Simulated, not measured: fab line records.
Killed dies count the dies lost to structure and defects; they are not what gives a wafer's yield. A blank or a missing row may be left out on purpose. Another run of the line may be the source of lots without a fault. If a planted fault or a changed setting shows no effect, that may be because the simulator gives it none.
Problem report in the 8D (eight disciplines) form, filled by code | flow berkeley-cmos170 | the parts of the form that need people (team, actions taken, sign-off) are left out

== 1. PROBLEM STATEMENT ==
M2_AL_RS at UCB170_M2_RS_MEAS_02 reads a mean of 0.0290 ohm/sq on 1 wafer of 1 lot; wafers without a fault read 0.0323 ohm/sq with a standard deviation of 0.00034. Measured from the usual mean, that is -9.7 standard deviations.
The step: measures by four-point-probe.
The first sign was on wafer L726.3 at day 11 16:10, on film-metro-03. The record has a number at this step for 39 wafers belonging to 13 lots. Rule for "out", or "out of limits": more than 4 standard deviations from the usual mean. The other wafers with a number count as sound.

== 2. WHAT IT IS, AND WHAT IT ISN'T ==
question                    | is                | is not
which readings at this step | M2_AL_RS          | -
which lots                  | L726              | L714, L715, L716, L717, L718, L720, L721, L729, L734, L735, L736, L737
which wafers of those lots  | L726.3            | L726.1, L726.6
read on which gauges        | film-metro-03     | film-metro-01, film-metro-04
when                        | from day 11 16:10 | up to then (23 sound wafers); but 15 sound wafers of L729, L734, L735, L736, L737 came after

== 3. SUSPECTS, AND WHAT RULES EACH OUT ==
Counting: a tool at a process step up to the reading stays a suspect if it ran every lot that is out. Sound lots after the first of them don't rule it out here, since some wafers of a struck lot are sound.
- ruled out: the gauge at UCB170_M2_RS_MEAS_02. All the wafers that are out were read on film-metro-03, but those of them that UCB170_M2_SPUTTER_01 has rows for are out there too, on other tools.
- rie-diel-01 at UCB170_M1_ETCH_11 (etches BARC in N2/H2): kept. The lot that is out, L726, ran on it at day 11 10:11; the last sound lot it ran before that was L720, at day 9 22:14.
- pvd-sputter-04 at UCB170_M2_SPUTTER_01 (material Al, target thk 900 nm, time 120 s): kept. The lot that is out, L726, ran on it at day 11 16:05; the last sound lot it ran before that was L721, at day 10 04:14. Out on those wafers are its own readings of cathode-dc-power-W.
After counting, rie-diel-01 at UCB170_M1_ETCH_11 and pvd-sputter-04 at UCB170_M2_SPUTTER_01 remain.

== 4. THE CAUSE (what the simulator had put in) ==
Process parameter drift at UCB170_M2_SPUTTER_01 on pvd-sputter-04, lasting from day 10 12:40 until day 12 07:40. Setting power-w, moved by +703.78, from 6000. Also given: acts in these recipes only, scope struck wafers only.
Of the 2 suspects that counting leaves, this tool is one.

== 5. SEQUENCE OF EFFECTS, ordered by route ==
Each row: a reading where the mean over the struck wafers with a number is more than 3 standard deviations away from the usual. Only readings whose record carries a usual standard deviation are examined. hours: median over the lots of the time between each lot's start at the first step of this table that gives one and its start at this step. sigmas: the change, counted in usual standard deviations.
hours | step                    | reading            | usual         | on struck wafers | change  | sigmas
0     | UCB170_M2_SPUTTER_01    | cathode-dc-power-W | 6000.1 W      | 6703.2           | +703.1  | +99 or more
0     | UCB170_M2_RS_MEAS_02    | M2_AL_RS           | 0.0323 ohm/sq | 0.0290           | -0.0033 | -9.7
0     | UCB170_M2_THK_MEAS_03   | M2_AL_THK          | 907 nm        | 1007             | +100    | +9.1
3     | UCB170_M2_METAL_ETCH_18 | oes-product-au     | 0.850 a.u.    | 0.940            | +0.090  | +4.7
Here are the process steps it includes:
- UCB170_M2_SPUTTER_01: material Al, target thk 900 nm, time 120 s.
- UCB170_M2_METAL_ETCH_18: etches Al in Cl2/BCl3, stops on SiO2, target depth 1170 nm, time 195 s.

== 6. WHAT WOULD HAVE CAUGHT IT SOONER ==
28 hours passed between the start of the fault at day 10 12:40 and the first reading out of limits at a measuring or inspecting step in this record, taken at day 11 16:10.
At UCB170_M2_SPUTTER_01, the tool's own readings (cathode-dc-power-W) were out on each struck wafer the step has a row for, so an alarm limit on them would have fired on the first such wafer.
By day 11 16:10 the whole set of lots that are out, 1 in number, had already begun UCB170_M2_SPUTTER_01 on pvd-sputter-04. A hold on the tool at that time would have spared none of them.
